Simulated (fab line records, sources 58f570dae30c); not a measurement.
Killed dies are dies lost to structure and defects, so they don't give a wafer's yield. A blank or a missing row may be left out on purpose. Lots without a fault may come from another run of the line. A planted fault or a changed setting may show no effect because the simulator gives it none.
Which tool did it? | flow berkeley_cmos170 | 24 lots, 72 wafers sampled, at 6 steps of a route of 331

WHAT THE GAUGES READ, wafer by wafer
UCB170_SCREENOX_THK_MEAS_02. Usual: SCREENOX_OXIDE_THK 14.4 nm, standard deviation 0.32.
lot  | measured     | on            | SCREENOX_OXIDE_THK (nm) | flag
L075 | day 5 10:29  | film_metro-04 | 13.9 13.8 13.8          |
L074 | day 5 10:28  | film_metro-01 | 13.9 14.1 14.1          |
L076 | day 6 01:20  | film_metro-02 | 14.3 14.3 14.4          |
L077 | day 6 01:20  | film_metro-01 | 14.3 14.2 14.2          |
L078 | day 6 12:26  | film_metro-02 | 13.9 13.8 14.1          |
L079 | day 6 12:26  | film_metro-01 | 14.1 14.0 14.0          |
L080 | day 6 12:27  | film_metro-04 | 14.5 14.4 14.4          |
L081 | day 6 16:31  | film_metro-02 | 14.3 13.9 14.4          |
L082 | day 6 16:32  | film_metro-04 | 14.2 14.3 14.1          |
L083 | day 7 14:38  | film_metro-02 | 15.0 14.7 14.7          |
L084 | day 7 14:39  | film_metro-04 | 14.4 14.6 14.5          |
L085 | day 7 14:38  | film_metro-01 | 14.6 14.9 15.0          |
L086 | day 7 21:55  | film_metro-02 | 14.8 15.0 14.9          |
L087 | day 7 21:54  | film_metro-01 | 15.1 14.7 14.7          |
L088 | day 7 21:54  | film_metro-04 | 14.3 13.9 14.0          |
L089 | day 8 11:22  | film_metro-01 | 14.4 14.5 14.4          |
L090 | day 8 11:21  | film_metro-02 | 14.6 14.8 14.6          |
L091 | day 8 11:22  | film_metro-04 | 14.5 14.3 14.5          |
L092 | day 8 19:26  | film_metro-02 | 14.6 14.5 14.6          |
L093 | day 10 03:57 | film_metro-01 | 13.7 14.2 14.1          |
L094 | day 9 14:35  | film_metro-04 | 15.0 14.9 14.8          |
L095 | day 10 10:00 | film_metro-04 | 14.3 14.2 14.4          |
L097 | day 10 03:56 | film_metro-04 | 14.6 14.3 14.1          |
L096 | day 10 18:06 | film_metro-04 | 14.5 14.7 14.5          |

UCB170_M2_RS_MEAS_02: measures by four-point-probe. Usual: M2_AL_RS 0.0322 ohm/sq, standard deviation 0.00044.
lot  | measured     | on            | M2_AL_RS (ohm/sq)    | flag
L075 | day 7 16:43  | film_metro-04 | 0.0315 0.0315 0.0318 |
L074 | day 7 15:41  | film_metro-03 | 0.0315 0.0320 0.0316 |
L076 | day 8 09:57  | film_metro-03 | 0.0319 0.0325 0.0322 |
L077 | day 8 10:09  | film_metro-01 | 0.0332 0.0321 0.0318 |
L078 | day 8 17:41  | film_metro-04 | 0.0321 0.0316 0.0328 |
L079 | day 8 16:58  | film_metro-03 | 0.0331 0.0325 0.0329 |
L080 | day 8 17:25  | film_metro-03 | 0.0320 0.0329 0.0326 |
L081 | day 8 17:14  | film_metro-01 | 0.0318 0.0316 0.0317 |
L082 | day 8 17:09  | film_metro-04 | 0.0318 0.0329 0.0319 |
L083 | day 9 19:08  | film_metro-04 | 0.0323 0.0322 0.0324 |
L084 | day 9 18:37  | film_metro-04 | 0.0324 0.0325 0.0328 |
L085 | day 9 18:50  | film_metro-03 | 0.0323 0.0326 0.0326 |
L086 | day 10 07:35 | film_metro-04 | 0.0325 0.0318 0.0320 |
L087 | day 10 07:23 | film_metro-01 | 0.0317 0.0319 0.0319 |
L088 | day 10 07:04 | film_metro-03 | 0.0317 0.0320 0.0322 |
L089 | day 10 20:06 | film_metro-03 | 0.0318 0.0321 0.0320 |
L090 | day 10 23:25 | film_metro-01 | 0.0317 0.0327 0.0319 |
L091 | day 10 23:43 | film_metro-03 | 0.0326 0.0322 0.0326 |
L092 | day 11 11:44 | film_metro-04 | 0.0323 0.0324 0.0325 |
L093 | day 12 11:40 | film_metro-03 | 0.0321 0.0322 0.0322 |
L094 | day 12 00:48 | film_metro-01 | 0.0327 0.0321 0.0320 |
L095 | day 12 17:50 | film_metro-01 | 0.0325 0.0318 0.0325 |
L097 | day 12 11:23 | film_metro-01 | 0.0328 0.0325 0.0325 |
L096 | day 13 01:06 | film_metro-04 | 0.0331 0.0325 0.0324 |

UCB170_M2_CD_MEAS_15: target cd 700 nm. Usual: cd_nm 700.3 nm, standard deviation 1.5.
lot  | measured     | on        | cd_nm (nm)        | flag
L075 | day 7 18:32  | cd_sem-02 | 699.8 698.5 698.7 |
L074 | day 7 17:26  | cd_sem-02 | 700.4 700.0 699.5 |
L076 | day 8 11:43  | cd_sem-01 | 699.4 699.4 697.6 |
L077 | day 8 11:55  | cd_sem-02 | 700.8 701.5 699.9 |
L078 | day 8 21:29  | cd_sem-01 | 698.4 699.4 699.1 |
L079 | day 8 20:36  | cd_sem-02 | 701.2 701.2 700.4 |
L080 | day 8 21:25  | cd_sem-02 | 700.9 700.0 701.2 |
L081 | day 8 21:04  | cd_sem-01 | 700.7 700.9 701.4 |
L082 | day 8 20:53  | cd_sem-02 | 700.4 700.6 701.1 |
L083 | day 9 21:00  | cd_sem-01 | 699.2 700.1 697.6 |
L084 | day 9 20:22  | cd_sem-02 | 700.3 700.3 701.1 |
L085 | day 9 20:43  | cd_sem-02 | 701.2 700.8 700.5 |
L086 | day 10 09:46 | cd_sem-02 | 696.8 695.8 697.7 |
L087 | day 10 09:23 | cd_sem-02 | 699.1 698.3 698.7 |
L088 | day 10 09:08 | cd_sem-02 | 700.1 699.4 699.8 |
L089 | day 10 22:06 | cd_sem-02 | 703.4 704.5 705.3 |
L090 | day 11 02:38 | cd_sem-01 | 699.4 701.2 699.4 |
L091 | day 11 02:56 | cd_sem-01 | 701.1 701.9 702.3 |
L092 | day 11 15:06 | cd_sem-02 | 700.6 700.3 700.2 |
L093 | day 12 14:02 | cd_sem-01 | 700.9 701.6 700.4 |
L094 | day 12 03:47 | cd_sem-02 | 700.4 699.7 700.0 |
L095 | day 12 19:43 | cd_sem-02 | 700.6 699.4 698.5 |
L097 | day 12 14:14 | cd_sem-02 | 701.7 701.3 703.3 |
L096 | day 13 04:28 | cd_sem-01 | 702.2 700.7 700.8 |

UCB170_M2_CD_MEAS_90: target cd 700 nm. Usual: cd_nm 699 nm, standard deviation 3.4.
lot  | measured     | on        | cd_nm (nm)  | flag
L075 | day 7 19:13  | cd_sem-02 | 701 701 700 |
L074 | day 7 17:55  | cd_sem-02 | 698 700 698 |
L076 | day 8 12:23  | cd_sem-02 | 703 702 702 |
L077 | day 8 12:24  | cd_sem-01 | 700 698 699 |
L078 | day 8 22:10  | cd_sem-01 | 696 697 695 |
L079 | day 8 21:16  | cd_sem-02 | 701 701 699 |
L080 | day 8 22:05  | cd_sem-02 | 700 701 703 |
L081 | day 8 21:35  | cd_sem-01 | 701 701 700 |
L082 | day 8 21:34  | cd_sem-02 | 699 696 698 |
L083 | day 9 21:29  | cd_sem-01 | 696 695 697 |
L084 | day 9 20:51  | cd_sem-01 | 704 704 704 |
L085 | day 9 21:13  | cd_sem-02 | 703 704 702 |
L086 | day 10 10:15 | cd_sem-02 | 695 688 697 |
L087 | day 10 09:52 | cd_sem-01 | 698 699 696 |
L088 | day 10 09:37 | cd_sem-01 | 699 696 701 |
L089 | day 10 22:35 | cd_sem-01 | 705 704 705 |
L090 | day 11 03:07 | cd_sem-02 | 701 700 704 |
L091 | day 11 03:26 | cd_sem-02 | 697 699 698 |
L092 | day 11 15:35 | cd_sem-01 | 695 696 696 |
L093 | day 12 14:31 | cd_sem-02 | 694 697 694 |
L094 | day 12 04:16 | cd_sem-02 | 701 698 698 |
L095 | day 12 20:12 | cd_sem-02 | 698 697 697 |
L097 | day 12 14:43 | cd_sem-01 | 703 702 702 |
L096 | day 13 04:58 | cd_sem-01 | 702 696 699 |

WHICH TOOL RAN EACH LOT (tool, then ch and the chambers of the sampled wafers, then the start)
lot  | UCB170_NWELL_STRIP_15               | UCB170_PWELL_PEB_11
L075 | plasma_asher-01 ch 0,1, day 2 11:48 | litho_track-02 ch 0, day 3 06:06
L074 | plasma_asher-02 ch 0,1, day 2 11:49 | litho_track-04 ch 0, day 3 06:00
L076 | plasma_asher-02 ch 0,1, day 2 20:04 | litho_track-04 ch 0, day 3 13:52
L077 | plasma_asher-01 ch 0,1, day 3 00:31 | litho_track-03 ch 0, day 3 15:20
L078 | plasma_asher-02 ch 0,1, day 3 08:01 | litho_track-04 ch 0, day 4 03:52
L079 | plasma_asher-03 ch 0,1, day 3 12:24 | litho_track-02 ch 0, day 4 03:32
L080 | plasma_asher-02 ch 0,1, day 3 12:43 | litho_track-04 ch 0, day 4 03:37
L081 | plasma_asher-01 ch 0,1, day 3 21:35 | litho_track-03 ch 0, day 4 11:40
L082 | plasma_asher-03 ch 0,1, day 3 21:52 | litho_track-03 ch 0, day 4 11:59
L083 | plasma_asher-01 ch 0,1, day 4 06:17 | litho_track-04 ch 0, day 5 05:57
L084 | plasma_asher-01 ch 0,1, day 4 12:04 | litho_track-04 ch 0, day 5 06:42
L085 | plasma_asher-02 ch 0,1, day 4 15:08 | litho_track-02 ch 0, day 5 08:38
L086 | plasma_asher-02 ch 0,1, day 4 23:02 | litho_track-04 ch 0, day 5 17:55
L087 | plasma_asher-01 ch 0,1, day 4 23:16 | litho_track-04 ch 0, day 5 18:08
L088 | plasma_asher-03 ch 0,1, day 5 07:14 | litho_track-04 ch 0, day 5 20:05
L089 | plasma_asher-01 ch 0,1, day 5 14:16 | litho_track-04 ch 0, day 6 13:17
L090 | plasma_asher-03 ch 0,1, day 5 14:20 | litho_track-02 ch 0, day 6 13:29
L091 | plasma_asher-02 ch 0,1, day 5 19:00 | litho_track-02 ch 0, day 6 13:48
L092 | plasma_asher-03 ch 0,1, day 6 03:55 | litho_track-02 ch 0, day 8 19:26 or earlier
L093 | plasma_asher-02 ch 0,1, day 6 15:03 | litho_track-04 ch 0, day 7 08:58
L094 | plasma_asher-03 ch 0,1, day 6 15:17 | litho_track-02 ch 0, day 7 08:26
L095 | plasma_asher-02 ch 0,1, day 6 19:44 | litho_track-03 ch 0, day 7 15:14
L097 | plasma_asher-01 ch 0,1, day 7 03:05 | litho_track-03 ch 0, day 7 15:29
L096 | plasma_asher-01 ch 0,1, day 7 03:22 | litho_track-02 ch 0, day 8 03:29
- UCB170_NWELL_STRIP_15: strips in O2.
- UCB170_PWELL_PEB_11

WHAT THE TOOLS THEMSELVES READ (means of the sampled wafers that have a number; where no wafer has one, the mark that the record gives instead)
UCB170_NWELL_STRIP_15. Usual: chamber_pressure_mTorr 3500 mTorr, standard deviation 3.4; drypump_motor_current_A 5.8 A, standard deviation 0.4; oes_product_au 0.721 a.u., standard deviation 0.0046; strip_time_to_endpoint_s 18.03 s, standard deviation 0.1.
lot  | tool            | chamber_pressure_mTorr (mTorr) | drypump_motor_current_A (A) | oes_product_au (a.u.) | strip_time_to_endpoint_s (s) | flag
L075 | plasma_asher-01 | 3499                           | 6.2                         | 0.721                 | 17.89                        |
L074 | plasma_asher-02 | 3500                           | 5.9                         | 0.720                 | 18.06                        |
L076 | plasma_asher-02 | 3499                           | 5.8                         | 0.723                 | 18.08                        |
L077 | plasma_asher-01 | 3499                           | 6.2                         | 0.722                 | 17.96                        |
L078 | plasma_asher-02 | 3497                           | 6.0                         | 0.721                 | 17.99                        |
L079 | plasma_asher-03 | 3500                           | 5.4                         | 0.724                 | 17.96                        |
L080 | plasma_asher-02 | 3500                           | 5.8                         | 0.719                 | 18.02                        |
L081 | plasma_asher-01 | 3500                           | 6.2                         | 0.718                 | 18.16                        |
L082 | plasma_asher-03 | 3501                           | 5.4                         | 0.721                 | 17.93                        |
L083 | plasma_asher-01 | 3498                           | 6.2                         | 0.717                 | 17.96                        |
L084 | plasma_asher-01 | 3497                           | 6.2                         | 0.727                 | 18.01                        |
L085 | plasma_asher-02 | 3500                           | 5.8                         | 0.724                 | 18.11                        |
L086 | plasma_asher-02 | 3496                           | 6.0                         | 0.720                 | 18.16                        |
L087 | plasma_asher-01 | 3499                           | 6.2                         | 0.722                 | 18.01                        |
L088 | plasma_asher-03 | 3497                           | 5.4                         | 0.719                 | 18.00                        |
L089 | plasma_asher-01 | 3500                           | 6.2                         | 0.724                 | 18.09                        |
L090 | plasma_asher-03 | 3502                           | 5.4                         | 0.722                 | 18.10                        |
L091 | plasma_asher-02 | 3498                           | 5.8                         | 0.722                 | 18.03                        |
L092 | plasma_asher-03 | 3499                           | 5.4                         | 0.721                 | 17.92                        |
L093 | plasma_asher-02 | 3500                           | 6.0                         | 0.723                 | 18.08                        |
L094 | plasma_asher-03 | 3499                           | 5.4                         | 0.719                 | 18.06                        |
L095 | plasma_asher-02 | 3502                           | 5.8                         | 0.715                 | 17.96                        |
L097 | plasma_asher-01 | 3503                           | 6.2                         | 0.721                 | 18.13                        |
L096 | plasma_asher-01 | 3501                           | 5.8                         | 0.719                 | 18.02                        |

UCB170_PWELL_PEB_11. Usual: heater_power_total_W 56.90 W, standard deviation 0.046; plate_sensor_t_centre_C 131.41 C, standard deviation 0.0095; plate_sensor_t_edge_C 131.53 C, standard deviation 0.0099.
lot  | tool           | heater_power_total_W (W) | plate_sensor_t_centre_C (C) | plate_sensor_t_edge_C (C) | flag
L075 | litho_track-02 | 56.90                    | 131.40                      | 131.54                    |
L074 | litho_track-04 | 56.92                    | 131.42                      | 131.53                    |
L076 | litho_track-04 | 56.93                    | 131.41                      | 131.52                    |
L077 | litho_track-03 | 56.87                    | 131.41                      | 131.53                    |
L078 | litho_track-04 | 56.91                    | 131.40                      | 131.52                    |
L079 | litho_track-02 | 56.93                    | 131.40                      | 131.53                    |
L080 | litho_track-04 | 56.88                    | 131.42                      | 131.54                    |
L081 | litho_track-03 | 56.90                    | 131.40                      | 131.53                    |
L082 | litho_track-03 | 56.87                    | 131.40                      | 131.54                    |
L083 | litho_track-04 | 56.90                    | 131.41                      | 131.53                    |
L084 | litho_track-04 | 56.91                    | 131.40                      | 131.52                    |
L085 | litho_track-02 | 56.87                    | 131.41                      | 131.53                    |
L086 | litho_track-04 | 56.92                    | 131.41                      | 131.54                    |
L087 | litho_track-04 | 56.92                    | 131.41                      | 131.54                    |
L088 | litho_track-04 | 56.89                    | 131.41                      | 131.54                    |
L089 | litho_track-04 | 56.87                    | 131.39                      | 131.53                    |
L090 | litho_track-02 | 56.91                    | 131.40                      | 131.53                    |
L091 | litho_track-02 | 56.89                    | 131.42                      | 131.53                    |
L092 | litho_track-02 | 56.89                    | 131.40                      | 131.54                    |
L093 | litho_track-04 | 56.96                    | 131.41                      | 131.52                    |
L094 | litho_track-02 | 56.91                    | 131.40                      | 131.53                    |
L095 | litho_track-03 | 56.89                    | 131.41                      | 131.53                    |
L097 | litho_track-03 | 56.89                    | 131.41                      | 131.53                    |
L096 | litho_track-02 | 56.92                    | 131.41                      | 131.53                    |

THE ANSWER, worked out from the rows above alone
Rule: a lot is off if the mean of its wafers that have a number lies more than 3 standard deviations from the usual mean. A lot without any number at a reading at which 4 lots or more have one is off too. The other lots that the step has rows for count as sound. The gauges are gone through in route order, then the tools' own readings, and for those a lot's mean is taken as printed above. The first step at which some lot is off is used, and at that step the reading that is off furthest; a lot without a number counts as furthest.
No lot is off at any reading shown: from this, nothing can be told.

WHAT THE SIMULATOR HAD PUT IN
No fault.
